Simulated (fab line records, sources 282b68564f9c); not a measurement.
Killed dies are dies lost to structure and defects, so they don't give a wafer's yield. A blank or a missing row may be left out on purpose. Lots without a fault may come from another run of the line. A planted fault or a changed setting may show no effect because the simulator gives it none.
fab line records | flow rit_cmos
record lots=6 wafers=18 last_day=7
route steps=202 shown PRETRO@72 GATE@75 FOX2@80 REOX@98 NLDD@103 SDANNEAL@155 M1@202
lots that met no fault: from a run of the same line without faults
start_h: hours from the record's first day to the start of the lot's first wafer shown | wait_h: hours since the lot's step before | " the same as in the row above | L1.1+2: a row that stands for several wafers | - no value, or no start given | * or withheld: withheld | < > ~ a bound
route shown NAME@n: a module of which the file shows steps, and the number in the route of the first | usual: mean/standard deviation of fault-free wafers | same: alike in all rows | chamber/n: place in a boat | sites: the reading at each site | _std_site: their standard deviation | _edge_site: outer sites' mean less inner sites' | radius_mm: how far each site lies from the wafer's centre | mask NAME#n: copy n | behind: the tool/chamber that last shaped the wafer | hold: why the lot was held/for how many hours/how that ended | device: the transistor (n, p or np) that didn't switch | end of line: the same wafers' tests at the end of the route | a step without rows: its recipe alone | killed: dies lost to structure and defects at the first sort, not the wafer's yield | map: a wafer's dies, x killed, . not, _ none there
set.NAME: the setting as run; set.NAME@STEP: as run at that earlier step | model.NAME: the simulator's own value behind a step, which no gauge read
lots at some steps of the route; a table a step, a row a wafer
services: from which hour (start_h, from the record's first day; less than 0 if before it) a tool's chamber was out of use, for how many hours, and why
## steps
# step RIT_PRETRO_IMPLANT_08
# recipe species=B energy_kev=45 dose_cm2=1.2e+13 tilt_deg=7
# step RIT_PRETRO_STRIP_09
# recipe chemistry=O2 time_s=180 resist=NOVOLAK platen_temp_c=withheld power_w=500 pressure_mtorr=4000 o2_flow_sccm=4000
# usual drypump_motor_current_A=5.4/0.45
# columns lot.wafer tool chamber start_h wait_h drypump_motor_current_A rf_hours_counter_h
L878.2 plasma_asher-04 1 35.95 0.1 4.7 41
L878.3 " 0 " " 6.2 -
L878.5 " 0 " " 6.2 -
L886.2 plasma_asher-04 1 71.81 0.1 4.8 45
L886.3 " 0 " " 6.3 -
L886.4 " 1 " " 4.7 -
L888.2 plasma_asher-01 0 82.87 0.1 5.4 46
L888.4 " 1 " " 5.1 -
L888.6 " 0 " " 5.4 -
L890.1 plasma_asher-01 0 91.13 0.1 5.4 47
L890.5 " 0 " " 5.4 -
L890.6 " 1 " " 5.1 -
L900.1 plasma_asher-01 1 141.84 0.1 5.1 2
L900.2 " 0 " " 5.4 2
L900.6 " 1 " " 5.0 -
L901.1 plasma_asher-02 1 145.76 0.1 5.5 32
L901.3 " 1 " " 5.5 -
L901.4 " 0 " " 5.9 -
# step RIT_PRETRO_TW_MEAS_10
# usual PRETRO_TW=466.2/2.8
# columns lot.wafer tool chamber start_h wait_h PRETRO_TW
L878.2 film_metro-01 - 36.13 0.1 462.0
L878.3 " - " " 462.9
L878.5 " - " " 462.8
L886.2 film_metro-01 - 71.99 0.1 465.5
L886.3 " - " " 466.4
L886.4 " - " " 464.8
L888.2 film_metro-01 - 83.06 0.1 463.2
L888.4 " - " " 462.6
L888.6 " - " " 461.1
L890.1 film_metro-01 - 91.31 0.1 465.4
L890.5 " - " " 463.7
L890.6 " - " " 462.3
L900.1 film_metro-03 - 142.02 0.1 468.4
L900.2 " - " " 465.7
L900.6 " - " " 465.3
L901.1 film_metro-03 - 145.93 0.1 464.8
L901.3 " - " " 466.4
L901.4 " - " " 468.3
# step RIT_GATE_WET_ETCH_00
# recipe chemistry=BOE target=SiO2 target_depth_nm=56 time_s=60 dry=n2_spin dilution=10:1 temp_c=21.5
# step RIT_GATE_CLEAN_01
# recipe chemistry=SC1 mix=3:3:50 time_s=600 temp_c=75
# step RIT_GATE_CLEAN_02
# recipe chemistry=dHF dilution=50:1 time_s=30
# step RIT_GATE_CLEAN_03
# recipe chemistry=SC2 mix=3:3:50 time_s=600 temp_c=75 dry=n2_spin
# step RIT_GATE_CLEAN_04
# recipe chemistry=dHF dilution=50:1 time_s=60 dry=n2_spin
# step RIT_FOX2_THK_MEAS_91
# recipe reads=SiO2_of_FOX2_OXIDATION_00
# usual FIELD_OXIDE_LEFT_2_THK=255/6.3
# columns lot.wafer tool chamber start_h wait_h FIELD_OXIDE_LEFT_2_THK[nm]
L878.2 film_metro-02 - 36.61 0.0 256
L878.3 " - " " 252
L878.5 " - " " 254
L886.2 film_metro-02 - 72.50 0.0 257
L886.3 " - " " 256
L886.4 " - " " 258
L888.2 film_metro-02 - 83.53 0.0 250
L888.4 " - " " 248
L888.6 " - " " 244
L890.1 film_metro-01 - 91.79 0.0 268
L890.5 " - " " 261
L890.6 " - " " 265
L900.1 film_metro-04 - 142.54 0.0 264
L900.2 " - " " 263
L900.6 " - " " 263
L901.1 film_metro-04 - 146.62 0.0 259
L901.3 " - " " 261
L901.4 " - " " 252
# step RIT_GATE_OXIDATION_05
# recipe temp_c=900 ambient=O2 target_thk_a=30 ox_time_s=270
# step RIT_GATE_ANNEAL_06
# recipe temp_c=900 time_s=600 ambient=N2O
# step RIT_GATE_THK_MEAS_07
# recipe reads=SiO2_of_GATE_OXIDATION_05
# usual GATE_OXIDE_THK=3.01/0.071
# columns lot.wafer tool chamber start_h wait_h GATE_OXIDE_THK[nm]
L878.2 film_metro-04 - 39.86 0.0 2.96
L878.3 " - " " 3.01
L878.5 " - " " 3.04
L886.2 film_metro-02 - 73.89 0.0 2.97
L886.3 " - " " 2.88
L886.4 " - " " 3.00
L888.2 film_metro-02 - 84.92 0.0 2.96
L888.4 " - " " 2.92
L888.6 " - " " 2.98
L890.1 film_metro-01 - 93.17 0.0 2.99
L890.5 " - " " 3.04
L890.6 " - " " 2.98
L900.1 film_metro-02 - 143.92 0.0 2.95
L900.2 " - " " 2.99
L900.6 " - " " 2.99
L901.1 film_metro-02 - 148.62 0.0 2.88
L901.3 " - " " 2.94
L901.4 " - " " 2.94
# step RIT_GATE_CVD_08
# recipe material=poly-Si target_thk_nm=250 temp_c=610 precursor=SiH4 time_s=2220 pressure_mtorr=300 sih4_flow_sccm=100
# usual zone_power_source_pct=11.6/0.33
# columns lot.wafer tool chamber start_h wait_h zone_power_source_pct model.poly-Si_of_GATE_CVD_08.thk_nm
L878.2 lpcvd-02 1 39.91 0.0 11.4 250.7
L878.3 " 1 " " 11.6 248.5
L878.5 " 1 " " 11.3 249.2
L886.2 lpcvd-02 1 73.94 0.0 11.5 250.1
L886.3 " 1 " " 11.2 249.9
L886.4 " 1 " " 11.3 248.7
L888.2 lpcvd-01 0 84.97 0.0 12.0 251.6
L888.4 " 0 " " 12.2 251.3
L888.6 " 0 " " 12.1 250.9
L890.1 lpcvd-02 1 93.23 0.1 11.5 248.3
L890.5 " 1 " " 11.3 246.9
L890.6 " 1 " " 11.3 249.8
L900.1 lpcvd-01 0 143.98 0.1 12.2 189
L900.2 " 0 " " 12.1 189.1
L900.6 " 0 " " 12.3 189.6
L901.1 lpcvd-01 1 148.68 0.1 11.6 190.4
L901.3 " 1 " " 11.7 189.2
L901.4 " 1 " " 11.5 189.9
# step RIT_GATE_THK_MEAS_09
# recipe reads=poly-Si_of_GATE_CVD_08
# usual GATE_POLY_THK=250.5/2.7
# columns lot.wafer tool chamber start_h wait_h GATE_POLY_THK[nm]
L878.2 film_metro-04 - 41.54 0.0 250.8
L878.3 " - " " 248.6
L878.5 " - " " 249.2
L886.2 film_metro-02 - 75.56 0.0 250.2
L886.3 " - " " 249.9
L886.4 " - " " 248.9
L888.2 film_metro-02 - 86.59 0.0 251.7
L888.4 " - " " 251.3
L888.6 " - " " 250.9
L890.1 film_metro-04 - 94.85 0.0 248.3
L890.5 " - " " 246.9
L890.6 " - " " 249.7
L900.1 film_metro-02 - 145.60 0.0 189.0
L900.2 " - " " 189.1
L900.6 " - " " 189.5
L901.1 film_metro-01 - 150.29 0.0 190.6
L901.3 " - " " 189.3
L901.4 " - " " 190.0
# step RIT_GATE_HMDS_10
# recipe prime_time_s=60 prime_temp_c=140
# step RIT_GATE_COAT_11
# recipe resist=NOVOLAK spin_rpm=4250 resist_thk_nm=850
# step RIT_GATE_SOFTBAKE_12
# recipe resist=NOVOLAK temp_c=90 time_s=60
# step RIT_GATE_EXPOSE_13
# recipe mask_id=M6 na=0.6 source_shape=conventional sigma_outer=0.6 target_cd_nm=150 dose_mj=380
# step RIT_GATE_PEB_14
# recipe resist=NOVOLAK temp_c=withheld time_s=withheld
# step RIT_GATE_DEVELOP_15
# recipe resist=NOVOLAK develop_time_s=50 dev_temp_c=23
# step RIT_GATE_CD_MEAS_16
# recipe target_cd_nm=150
# usual cd_nm=149.6/2.2
# columns lot.wafer tool chamber start_h wait_h cd_nm
L878.2 cd_sem-02 - 42.58 - 147.7
L878.3 " - " " 149.7
L878.5 " - " " 148.4
L886.2 cd_sem-02 - 76.48 - 145.6
L886.3 " - " " 148.0
L886.4 " - " " 148.0
L888.2 cd_sem-02 - 87.51 - 151.3
L888.4 " - " " 150.9
L888.6 " - " " 149.9
L890.1 cd_sem-02 - 96.03 - 150.7
L890.5 " - " " 149.2
L890.6 " - " " 152.5
L900.1 cd_sem-02 - 146.51 - 148.5
L900.2 " - " " 145.8
L900.6 " - " " 146.3
L901.1 cd_sem-02 - 151.36 - 147.7
L901.3 " - " " 145.2
L901.4 " - " " 147.6
# step RIT_GATE_OVL_MEAS_17
# usual GATE_OVL=0.2/1.6
# columns lot.wafer tool chamber start_h wait_h GATE_OVL[nm]
L878.2 overlay-02 - 42.69 0.1 0.6
L878.3 " - " " 1.1
L878.5 " - " " -1.1
L886.2 overlay-02 - 76.59 0.1 -0.8
L886.3 " - " " 1.3
L886.4 " - " " 0.6
L888.2 overlay-02 - 87.62 0.1 -1.1
L888.4 " - " " 0.7
L888.6 " - " " 0.7
L890.1 overlay-02 - 96.15 0.1 -2.7
L890.5 " - " " -0.6
L890.6 " - " " -0.1
L900.1 overlay-01 - 146.63 0.1 -3.6
L900.2 " - " " -3.4
L900.6 " - " " -3.2
L901.1 overlay-02 - 151.48 0.1 1.7
L901.3 " - " " 2.8
L901.4 " - " " 3.6
# step RIT_GATE_HARDBAKE_18
# recipe resist=NOVOLAK temp_c=140 time_s=60
# step RIT_GATE_ETCH_19
# recipe chemistry=SF6/CHF3/O2 time_s=165 SF6_flow_sccm=30 CHF3_flow_sccm=30 O2_flow_sccm=5 target=poly-Si pressure_mtorr=40 rf_w=160 target_depth_a=3125 over_etch_frac=0.25 stop_on=SiO2
# usual O2_flow_sccm=5.000/0.016 drypump_motor_current_A=5.96/0.28 oes_product_au=0.856/0.014 throttle_valve_pct=10.20/0.075
# columns lot.wafer tool chamber start_h wait_h O2_flow_sccm drypump_motor_current_A oes_product_au rf_hours_counter_h throttle_valve_pct model.GATE.feature_depth_nm model.etch.depth_nm
L878.2 rie_si-02 3 42.87 0.1 4.981 6.45 0.863 3 10.26 250.7 250.7
L878.3 " 1 " " 4.990 5.98 0.841 1 10.28 248.5 248.5
L878.5 " 1 " " 4.984 6.01 0.843 - 10.28 249.2 249.2
L886.2 rie_si-01 0 76.95 0.1 5.003 5.74 0.871 14 10.12 250.1 250.1
L886.3 " 3 " " 5.015 6.18 0.851 143 10.10 249.9 249.9
L886.4 " 2 " " 4.992 5.97 0.839 112 10.31 248.7 248.7
L888.2 rie_si-01 2 87.80 0.1 4.985 6.02 0.848 112 10.30 251.6 251.6
L888.4 " 1 " " 4.999 5.43 0.850 - 10.19 251.3 251.3
L888.6 " 2 " " 4.995 6.02 0.835 - 10.31 250.9 250.9
L890.1 rie_si-01 3 96.34 0.1 5.008 6.22 0.839 143 10.11 248.3 248.3
L890.5 " 3 " " 5.005 6.18 0.844 - 10.08 246.9 246.9
L890.6 " 0 " " 5.007 5.72 0.862 - 10.14 249.8 249.8
L900.1 rie_si-01 2 146.82 0.1 5.007 6.00 0.697 113 10.30 189 189
L900.2 " 1 " " 4.976 5.44 0.699 4 10.19 189.1 189.1
L900.6 " 1 " " 4.991 5.45 0.703 - 10.18 189.6 189.6
L901.1 rie_si-02 0 151.67 0.1 5.011 6.07 0.694 0 10.11 190.4 190.4
L901.3 " 1 " " 5.000 6.01 0.701 2 10.25 189.2 189.2
L901.4 " 2 " " 4.991 5.85 0.717 2 10.18 189.9 189.9
# step RIT_GATE_STRIP_20
# recipe chemistry=O2 time_s=180 resist=NOVOLAK platen_temp_c=withheld power_w=500 pressure_mtorr=4000 o2_flow_sccm=4000
# usual drypump_motor_current_A=5.6/0.66
# columns lot.wafer tool chamber start_h wait_h drypump_motor_current_A rf_hours_counter_h
L878.2 plasma_asher-04 1 42.98 0.1 4.7 42
L878.3 " 1 " " 4.7 -
L878.5 " 1 " " 4.7 -
L886.2 plasma_asher-04 1 77.06 0.1 4.7 45
L886.3 " 0 " " 6.2 -
L886.4 " 1 " " 4.7 -
L888.2 plasma_asher-04 1 87.91 0.1 4.7 47
L888.4 " 0 " " 6.2 -
L888.6 " 0 " " 6.2 -
L890.1 plasma_asher-04 1 96.44 0.1 4.7 47
L890.5 " 0 " " 6.2 -
L890.6 " 1 " " 4.7 -
L900.1 plasma_asher-03 1 146.92 0.1 6.6 52
L900.2 " 0 " " 5.6 52
L900.6 " 1 " " 6.6 -
L901.1 plasma_asher-03 1 151.78 0.1 6.6 52
L901.3 " 1 " " 6.6 -
L901.4 " 0 " " 5.6 -
# step RIT_GATE_CD_MEAS_90
# recipe target_cd_nm=150
# usual cd_nm=149.6/2.2
# columns lot.wafer tool chamber start_h wait_h cd_nm
L878.2 cd_sem-01 - 43.17 0.1 148.0
L878.3 " - " " 149.8
L878.5 " - " " 148.4
L886.2 cd_sem-01 - 77.26 0.1 146.0
L886.3 " - " " 147.8
L886.4 " - " " 148.0
L888.2 cd_sem-01 - 88.10 0.1 151.5
L888.4 " - " " 151.0
L888.6 " - " " 149.8
L890.1 cd_sem-01 - 96.62 0.1 150.5
L890.5 " - " " 148.6
L890.6 " - " " 152.3
L900.1 cd_sem-02 - 147.10 0.1 148.2
L900.2 " - " " 146.5
L900.6 " - " " 146.2
L901.1 cd_sem-01 - 151.95 0.1 147.5
L901.3 " - " " 144.8
L901.4 " - " " 147.6
# step RIT_REOX_CLEAN_00
# recipe chemistry=SC1 mix=3:3:50 time_s=600 temp_c=75
# step RIT_REOX_CLEAN_01
# recipe chemistry=dHF dilution=50:1 time_s=30
# step RIT_REOX_CLEAN_02
# recipe chemistry=SC2 mix=3:3:50 time_s=600 temp_c=75 dry=n2_spin
# step RIT_REOX_OXIDATION_03
# recipe temp_c=900 ambient=O2 target_thk_a=252 ox_time_s=5580
# step RIT_REOX_THK_MEAS_04
# recipe reads=SiO2_of_REOX_OXIDATION_03
# usual REOX_OXIDE_THK=25.2/0.45
# columns lot.wafer tool chamber start_h wait_h REOX_OXIDE_THK[nm]
L878.2 film_metro-04 - 46.20 0.0 25.5
L878.3 " - " " 26.3
L878.5 " - " " 26.1
L886.2 film_metro-03 - 80.87 0.0 25.1
L886.3 " - " " 25.0
L886.4 " - " " 25.4
L888.2 film_metro-03 - 91.13 0.0 25.1
L888.4 " - " " 25.0
L888.6 " - " " 24.7
L890.1 film_metro-04 - 100.23 0.0 25.0
L890.5 " - " " 24.9
L890.6 " - " " 25.3
L900.1 film_metro-02 - 150.30 0.0 24.6
L900.2 " - " " 25.0
L900.6 " - " " 24.8
L901.1 film_metro-04 - 154.99 0.0 24.8
L901.3 " - " " 24.8
L901.4 " - " " 24.7
# step RIT_NLDD_HMDS_00
# recipe prime_time_s=60 prime_temp_c=140
# step RIT_NLDD_COAT_01
# recipe resist=NOVOLAK spin_rpm=3250 resist_thk_nm=1000
# step RIT_NLDD_SOFTBAKE_02
# recipe resist=NOVOLAK temp_c=90 time_s=60
# step RIT_NLDD_EXPOSE_03
# recipe mask_id=M7 na=0.57 target_cd_nm=40700 dose_mj=250
# step RIT_NLDD_PEB_04
# recipe resist=NOVOLAK temp_c=withheld time_s=withheld
# step RIT_NLDD_DEVELOP_05
# recipe resist=NOVOLAK develop_time_s=50 dev_temp_c=23
# step RIT_NLDD_OVL_MEAS_06
# usual NLDD_OVL=-0.1/1.3
# columns lot.wafer tool chamber start_h wait_h NLDD_OVL[nm]
L878.2 overlay-02 - 47.26 - -0.9
L878.3 " - " " 1.0
L878.5 " - " " -0.3
L886.2 overlay-02 - 81.78 - 1.4
L886.3 " - " " 0.6
L886.4 " - " " 1.0
L888.2 overlay-02 - 92.04 - -1.0
L888.4 " - " " -0.4
L888.6 " - " " -2.1
L890.1 overlay-01 - 101.39 - 0.5
L890.5 " - " " 0.8
L890.6 " - " " 0.2
L900.1 overlay-01 - 151.45 - -0.2
L900.2 " - " " 0.4
L900.6 " - " " -1.5
L901.1 overlay-01 - 155.95 - 0.3
L901.3 " - " " 0.8
L901.4 " - " " 1.8
# step RIT_NLDD_HARDBAKE_07
# recipe resist=NOVOLAK temp_c=140 time_s=60
# step RIT_NLDD_IMPLANT_08
# recipe species=P energy_kev=20 dose_cm2=5e+14 tilt_deg=7
# step RIT_NLDD_STRIP_09
# recipe chemistry=O2 time_s=180 resist=NOVOLAK platen_temp_c=withheld power_w=500 pressure_mtorr=4000 o2_flow_sccm=4000
# usual drypump_motor_current_A=5.8/0.56
# columns lot.wafer tool chamber start_h wait_h drypump_motor_current_A rf_hours_counter_h
L878.2 plasma_asher-02 1 47.59 0.1 5.5 21
L878.3 " 0 " " 5.9 -
L878.5 " 0 " " 5.9 -
L886.2 plasma_asher-03 0 82.32 0.1 5.5 45
L886.3 " 0 " " 5.6 -
L886.4 " 1 " " 6.6 -
L888.2 plasma_asher-02 0 92.37 0.1 5.9 26
L888.4 " 1 " " 5.5 -
L888.6 " 0 " " 5.9 -
L890.1 plasma_asher-02 1 101.78 0.1 5.5 27
L890.5 " 0 " " 5.9 -
L890.6 " 1 " " 5.5 -
L900.1 plasma_asher-02 1 151.85 0.1 5.5 33
L900.2 " 0 " " 5.9 33
L900.6 " 1 " " 5.5 -
L901.1 plasma_asher-04 0 156.28 0.1 6.2 54
L901.3 " 0 " " 6.2 -
L901.4 " 1 " " 4.7 -
# step RIT_NLDD_TW_MEAS_10
# usual NLDD_TW=2457/27
# columns lot.wafer tool chamber start_h wait_h NLDD_TW
L878.2 film_metro-01 - 47.77 0.1 2431
L878.3 " - " " 2424
L878.5 " - " " 2426
L886.2 film_metro-03 - 82.51 0.1 2459
L886.3 " - " " 2459
L886.4 " - " " 2453
L888.2 film_metro-01 - 92.55 0.1 2434
L888.4 " - " " 2443
L888.6 " - " " 2425
L890.1 film_metro-01 - 101.95 0.1 2429
L890.5 " - " " 2420
L890.6 " - " " 2435
L900.1 film_metro-04 - 152.03 0.1 2491
L900.2 " - " " 2505
L900.6 " - " " 2486
L901.1 film_metro-03 - 156.46 0.1 2451
L901.3 " - " " 2448
L901.4 " - " " 2445
# step RIT_SDANNEAL_CLEAN_02
# recipe chemistry=SC2 mix=3:3:50 time_s=600 temp_c=75 dry=n2_spin
# columns lot.wafer tool chamber start_h wait_h model.poly-Si_of_GATE_CVD_08.thk_nm
L878.2 wet_bench-02 0 54.79 0.0 163.9
L878.3 " 0 " " 162.4
L878.5 " 0 " " 163.6
L886.2 wet_bench-02 3 89.76 0.0 160.6
L886.3 " 3 " " 159.8
L886.4 " 3 " " 160
L888.2 wet_bench-02 1 99.71 0.0 165
L888.4 " 1 " " 165.2
L888.6 " 1 " " 165.4
L890.1 wet_bench-03 2 109.12 0.0 161.7
L890.5 " 2 " " 158.4
L890.6 " 2 " " 161.8
L900.1 wet_bench-01 0 159.49 0.0 102.4
L900.2 " 0 " " 102.2
L900.6 " 0 " " 102.8
L901.1 wet_bench-02 2 163.63 0.0 104.6
L901.3 " 2 " " 101.9
L901.4 " 2 " " 102.2
# step RIT_M1_PROBE_99
# usual killed_at_contacts=0.1/0.27 killed_at_front_end=6.1/2.9 killed_dies=6.2/2.9 killed_open=3.2/1.9 killed_short=3/1.9
# same gross_dies=264 killed_at_M0_to_M3=0 killed_at_M4_up=0 killed_at_back_side=0 killed_at_other=0
# columns lot.wafer tool chamber start_h wait_h killed_at_contacts killed_at_front_end killed_dies killed_open killed_short model.etest.pmos_turned.r_on_ohm_um model.etest.nmos_turned.drive_ua_um model.etest.nmos_0p3.r_on_ohm_um model.etest.nmos_0p15.r_on_ohm_um model.etest.pmos_turned.drive_ua_um model.etest.nmos_0p15.drive_ua_um model.etest.nmos_narrow.drive_ua_um model.etest.nmos_0p3.drive_ua_um
L878.2 prober-02 - 62.51 0.1 0 3 3 1 2 3445 317.4 2184 1129 190.6 469.8 220.4 224.7
L878.3 prober-02 - 62.56 0.2 0 4 4 1 3 3552 300.9 2171 1151 178.8 461.5 225.6 226.6
L878.5 prober-02 - 62.66 0.2 0 6 6 3 3 3550 302.6 2185 1136 178.9 457.3 219.3 220.5
L886.2 prober-01 - 97.59 0.1 0 1 1 0 1 3350 345.5 2173 1131 199.1 495.6 231.2 230.4
L886.3 prober-01 - 97.64 0.2 0 6 6 3 3 3376 345.9 2172 1144 201.6 492.8 236.1 233.6
L886.4 prober-01 - 97.69 0.2 1 7 8 3 5 3429 334.3 2164 1137 192.7 482.2 229.3 226.1
L888.2 prober-02 - 108.72 0.1 0 8 8 4 4 3541 329.9 2153 1102 185.8 469.1 226.2 226.3
L888.4 prober-02 - 108.82 0.2 0 5 5 3 2 3418 334.9 2088 1080 191 483.2 231.8 229.8
L888.6 prober-02 - 108.92 0.2 0 15 15 9 6 3341 344.1 2081 1048 196.2 482.4 232.9 227
L890.1 prober-02 - 116.70 0.1 0 5 5 4 1 3318 332.8 2155 1128 201.9 472.8 231.5 230
L890.5 prober-02 - 116.90 0.2 0 11 11 7 4 3269 334.8 2154 1158 203.9 471.9 232.3 230.1
L890.6 prober-02 - 116.95 0.2 1 9 10 4 6 3445 318.4 2197 1181 193.2 456 228.3 226.6
L900.1 prober-02 - 167.13 0.1 1 6 7 7 0 2843 444.7 2003 1042 247.3 524.9 249.6 247.6
L900.2 prober-02 - 167.18 0.1 0 9 9 5 4 3080 428.2 2051 1054 224.8 514.9 240.6 242.6
L900.6 prober-02 - 167.38 0.2 0 6 6 2 4 2994 436.9 2030 1049 231.3 517.9 245.3 245.9
L901.1 prober-01 - 174.23 0.1 0 12 12 4 8 2899 444.6 1998 1018 242.2 528.1 247.6 249.6
L901.3 prober-01 - 174.33 0.2 0 5 5 2 3 2871 447.4 2002 1012 241 534.8 243 248.2
L901.4 prober-01 - 174.38 0.2 0 4 4 3 1 2895 442.3 1994 1043 241 529.1 248.7 250.3
# killed by level:class
L878.2 GATE:geometric_particle:short=2 SILICIDE:geometric_particle:open=1
L878.3 GATE:geometric_particle:short=2 FOX1:geometric_particle:short=1 GATE:geometric_particle:open=1
L878.5 GATE:geometric_particle:short=2 FOX2:geometric_particle:open=1 GATE:geometric_particle:open=1 REOX:geometric_particle:open=1 SILICIDE:geometric_particle:short=1
L886.2 GATE:geometric_particle:short=1
L886.3 REOX:geometric_particle:open=2 FOX1:geometric_particle:short=1 GATE:geometric_particle:short=1 GATE:geometric_particle:open=1 REOX:geometric_particle:short=1
L886.4 FOX1:geometric_particle:short=2 GATE:geometric_particle:short=2 ACTIVE:geometric_particle:open=1 REOX:geometric_particle:open=1 SPACER:geometric_particle:open=1 CONTACT:geometric_particle:short=1
L888.2 GATE:geometric_particle:open=2 FOX1:geometric_particle:short=1 FOX2:geometric_particle:short=1 GATE:geometric_particle:short=1 SPACER:geometric_particle:short=1 SPACER:geometric_particle:open=1 SILICIDE:geometric_particle:open=1
L888.4 GATE:geometric_particle:open=1 REOX:geometric_particle:open=1 SPACER:geometric_particle:short=1 SILICIDE:geometric_particle:open=1 SILICIDE:geometric_particle:short=1
L888.6 FOX1:geometric_particle:open=3 FOX1:geometric_particle:short=2 GATE:geometric_particle:open=2 FOX2:geometric_particle:open=1 GATE:geometric_particle:short=1 REOX:geometric_particle:short=1 REOX:geometric_particle:open=1 SPACER:geometric_particle:open=1
L890.1 SILICIDE:geometric_particle:open=2 FOX1:geometric_particle:short=1 FOX2:geometric_particle:open=1 SPACER:geometric_particle:open=1
L890.5 FOX1:geometric_particle:open=2 GATE:geometric_particle:open=2 SILICIDE:geometric_particle:open=2 FOX1:geometric_particle:short=1 FOX2:geometric_particle:short=1 REOX:geometric_particle:short=1 REOX:geometric_particle:open=1 SILICIDE:geometric_particle:short=1
L890.6 GATE:geometric_particle:short=3 FOX2:geometric_particle:short=2 FOX1:geometric_particle:open=1 FOX2:geometric_particle:open=1 GATE:geometric_particle:open=1 SILICIDE:geometric_particle:open=1 CONTACT:geometric_particle:short=1
L900.1 GATE:geometric_particle:open=3 SILICIDE:geometric_particle:open=2 REOX:geometric_particle:open=1 CONTACT:geometric_particle:open=1
L900.2 GATE:geometric_particle:open=3 SILICIDE:geometric_particle:short=2 FOX2:geometric_particle:short=1 GATE:geometric_particle:short=1 REOX:geometric_particle:open=1 SILICIDE:geometric_particle:open=1
L900.6 GATE:geometric_particle:short=4 GATE:geometric_particle:open=1 SILICIDE:geometric_particle:open=1
L901.1 GATE:geometric_particle:short=6 GATE:geometric_particle:open=2 FOX1:geometric_particle:open=1 FOX2:geometric_particle:short=1 REOX:geometric_particle:short=1 SPACER:geometric_particle:open=1
L901.3 FOX1:geometric_particle:short=1 GATE:geometric_particle:short=1 GATE:geometric_particle:open=1 REOX:geometric_particle:open=1 SPACER:geometric_particle:short=1
L901.4 GATE:geometric_particle:open=2 GATE:geometric_particle:short=1 REOX:geometric_particle:open=1
## services
# columns tool chamber start_h hours kind
wet_bench-02 - 14.39 3.2 repair
wet_bench-01 - 36.65 69.6 pm
rie_si-02 - 75.80 1.2 repair
rie_si-01 2 79.38 5.0 repair
rie_si-01 3 84.62 4.9 repair
plasma_asher-02 - 105.11 0.7 repair
plasma_asher-01 - 108.85 9.0 pm
plasma_asher-01 0 108.85 9.0 vent_cycle
plasma_asher-01 1 108.85 9.0 vent_cycle
rie_si-02 0 111.21 6.5 repair
rie_si-02 0 117.69 - clean
rie_si-02 0 117.69 18.6 scheduled_down
rie_si-02 0 117.69 18.6 vent_cycle
plasma_asher-01 0 117.85 - clean
plasma_asher-01 1 117.85 - clean
rie_si-02 3 128.69 6.2 repair
rie_si-01 3 142.15 - clean
rie_si-01 3 142.15 15.1 scheduled_down
rie_si-01 3 142.15 15.1 vent_cycle
plasma_asher-04 - 151.20 3.0 repair
## key
first_sign step=RIT_GATE_THK_MEAS_09 reading=GATE_POLY_THK direction=down sigmas=23 usual=250.5 struck=189.6
effect step=RIT_GATE_ETCH_19 reading=oes_product_au direction=down sigmas=11 usual=0.856 struck=0.702
model_effect step=RIT_GATE_CVD_08 value=poly-Si_of_GATE_CVD_08.thk_nm without=251.8 struck=189.6
model_effect step=RIT_GATE_ETCH_19 value=GATE.feature_depth_nm without=251.8 struck=189.6
model_effect step=RIT_SDANNEAL_CLEAN_02 value=poly-Si_of_GATE_CVD_08.thk_nm without=164.9 struck=102.7
model_effect step=RIT_M1_PROBE_99 value=etest.pmos_turned.r_on_ohm_um without=3348 struck=2930
met_at RIT_GATE_CVD_08
struck_wafers L900.1,L900.2,L900.6,L901.1,L901.3,L901.4
tester_left_out L900,L901
onset_between 84.97 143.98
also_fits time
fault kind=process_parameter_drift tool=lpcvd-01 chamber=- onset_h=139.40 steps=RIT_GATE_CVD_08 channel=target_thk_nm offset=-62.213 shape=step end_h=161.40 acts_in=these_recipes_only stated=250
# tester_left_out: of these lots the tester's yield and bins aren't shown, on N5 and GAA mostly nor the transistor test; their killed dies are dies lost to structure and defects alone, not to doping, threshold or leakage, so they don't give the yield
